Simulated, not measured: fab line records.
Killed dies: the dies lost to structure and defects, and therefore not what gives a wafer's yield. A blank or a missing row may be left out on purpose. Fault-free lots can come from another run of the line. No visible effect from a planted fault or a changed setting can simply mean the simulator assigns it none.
The same fault as seen by 2 desks ; flow rit_cmos ; each desk has only its own numbers; what lay behind them comes last

== FROM THE METROLOGY DESK ==
What the gauges read, lot by lot, whatever tool the lot ran on: means of the sampled wafers that have a number. Marked OUT: a lot whose mean sits more than 4 standard deviations from the usual mean, which makes it out of limits; the brackets give that distance.
Columns: A = SPACER_NITRIDE_THK at RIT_SPACER_THK_MEAS_04, usual 249.8 nm; B = NSD_OVL at RIT_NSD_OVL_MEAS_06, usual 0.5 nm
lot;first seen here;A;B
L156;day 3 05:07;249.5;0.1
L157;day 3 10:04;249.9;0.2
L158;day 3 15:02;247.1;-1.5
L160;day 3 23:53;248.8;2.0
L170;day 6 05:08;249.9;0.0
L174;day 7 01:27;247.9;1.3
L175;day 7 06:05;254.3;1.8
This desk's finding: nothing out of limits on any of the 7 lots.

== TOOL OWNER'S DESK, implanter-03 ==
RIT_NSD_IMPLANT_08, tool's own readings: per-lot mean of the sampled wafers with a number, covering each lot this tool ran. Marked OUT: a lot whose mean sits more than 4 standard deviations from the usual mean, which makes it out of limits; the brackets give that distance.
Columns: A = beam_energy_keV at RIT_NSD_IMPLANT_08, usual 25.001
lot;first seen here;A
L156;day 3 06:22;25.000
L157;day 3 11:19;24.065 (-99 or more) OUT
L158;day 3 16:19;24.061 (-99 or more) OUT
L160;day 4 01:07;24.066 (-99 or more) OUT
This desk finds L157, L158, L160 out of limits, L157 being first, at day 3 11:19 (beam_energy_keV at RIT_NSD_IMPLANT_08). In limits: L156.

== BROUGHT TOGETHER ==
An alarm could have come from the tool owner's desk at day 3 11:19, on L157, L158, L160.
Metrology desk: nothing out of limits seen.
The metrology desk has L157, L158, L160 on record, within its limits.
On implanter-03, each named lot ran RIT_NSD_IMPLANT_08.

== WHAT THE SIMULATOR HAD PUT IN ==
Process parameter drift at RIT_NSD_IMPLANT_08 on implanter-03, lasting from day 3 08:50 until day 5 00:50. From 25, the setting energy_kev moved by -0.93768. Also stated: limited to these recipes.
Struck lots among those shown: L157, L158, L160.
How many hours passed from the start of the fault until each desk's first out-of-limits reading: the tool owner's desk, 2.
